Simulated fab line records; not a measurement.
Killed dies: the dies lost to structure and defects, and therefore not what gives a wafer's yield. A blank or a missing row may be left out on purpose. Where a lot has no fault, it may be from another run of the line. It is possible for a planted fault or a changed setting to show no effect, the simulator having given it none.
One fault through the eyes of 2 desks / flow berkeleyCmos170 / numbers are kept per desk, each desk with only its own; the story behind them comes last

== DESK OF THE TOOL OWNER: implanter-01 ==
For each lot that ran on this tool, the mean over its sampled wafers that have a number, from the tool's own readings at UCB170_PVT_IMPLANT_07. The brackets show how far a lot's mean lies from the usual mean; more than 4 standard deviations puts the lot out of limits, marked OUT.
Columns: A = beamEnergyKeV at UCB170_PVT_IMPLANT_07, usual 30.000; B = doseIonsCm2 at UCB170_PVT_IMPLANT_07, usual 1.9997e+12; C = faradayCurrentUA at UCB170_PVT_IMPLANT_07, usual 6.34
lot=L412; first seen here=day 5 18:05; A=29.996; B=1.9989e+12; C=6.16
lot=L416; first seen here=day 6 17:56; A=29.997; B=1.9966e+12; C=6.37
lot=L421; first seen here=day 8 03:18; A=30.000; B=2.0028e+12; C=6.39
lot=L424; first seen here=day 8 14:26; A=30.002; B=2.0002e+12; C=6.28
lot=L425; first seen here=day 8 14:43; A=30.003; B=3.6280e+12 (+99 or more) OUT; C=11.35 (+36) OUT
lot=L427; first seen here=day 9 15:39; A=30.005; B=3.6289e+12 (+99 or more) OUT; C=11.26 (+35) OUT
This desk's finding: out of limits on L425, L427; first on L425, day 8 14:43 (doseIonsCm2 at UCB170_PVT_IMPLANT_07). Within limits: L412, L416, L421, L424.

== THE METROLOGY DESK ==
Means of the sampled wafers that have a number, per lot and without regard to the tool the lot ran on: this is what the gauges read. The brackets show how far a lot's mean lies from the usual mean; more than 4 standard deviations puts the lot out of limits, marked OUT.
Columns: A = PWELL_NITRIDE_THK at UCB170_PWELL_THK_MEAS_06, usual 220.1 nm; B = PVT_OVL at UCB170_PVT_OVL_MEAS_06, usual -3 nm; C = PVT_TW at UCB170_PVT_TW_MEAS_09, usual 509; D = cdNm at UCB170_PSD_CD_MEAS_06, usual 1200.0 nm
lot=L412; first seen here=day 3 08:34; A=220.9; B=-5; C=512; D=1199.6
lot=L411; first seen here=day 3 09:29; A=217.9; B=-8; C=509; D=1203.9
lot=L414; first seen here=day 3 21:00; A=217.7; B=-6; C=506; D=1198.9
lot=L416; first seen here=day 3 21:01; A=219.4; B=-6; C=508; D=1201.4
lot=L415; first seen here=day 3 21:01; A=221.1; B=-12; C=510; D=1200.4
lot=L413; first seen here=day 3 21:04; A=221.0; B=0; C=506; D=1196.4
lot=L417; first seen here=day 4 03:43; A=222.8; B=-2; C=506; D=1198.4
lot=L418; first seen here=day 4 13:25; A=223.5; B=-4; C=512; D=1200.5
lot=L421; first seen here=day 5 03:47; A=219.3; B=-7; C=506; D=1202.4
lot=L422; first seen here=day 5 08:58; A=215.7; B=-3; C=513; D=1200.4
lot=L424; first seen here=day 5 16:01; A=218.7; B=-10; C=506; D=1202.1
lot=L425; first seen here=day 5 21:53; A=220.5; B=3; C=617 (+34) OUT; D=1199.1
lot=L427; first seen here=day 6 13:57; A=220.3; B=0; C=612 (+32) OUT; D=1199.3
lot=L432; first seen here=day 7 17:47; A=220.7; B=-5; C=510; D=1198.7
This desk's result: L425, L427 out of limits, first on L425 (PVT_TW at UCB170_PVT_TW_MEAS_09), day 8 14:58. Within limits: L412, L411, L414, L416, L415, L413, L417, L418, L421, L422, L424, L432.

== PUT TOGETHER ==
An alarm could have come from the tool owner's desk at day 8 14:43, on L425, L427.
The metrology desk could have raised an alarm at day 8 14:58, on L425, L427.
All the named lots went through UCB170_PVT_IMPLANT_07 on implanter-01.

== WHAT THE SIMULATOR HAD INSERTED ==
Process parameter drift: implanter-01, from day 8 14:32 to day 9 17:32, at UCB170_PVT_IMPLANT_07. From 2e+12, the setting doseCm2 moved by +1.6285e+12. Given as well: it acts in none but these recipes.
Shown lots that were struck: L425, L427.
Time in hours from fault onset to the first out-of-limits reading at each desk: tool owner's desk 0, metrology desk 0.
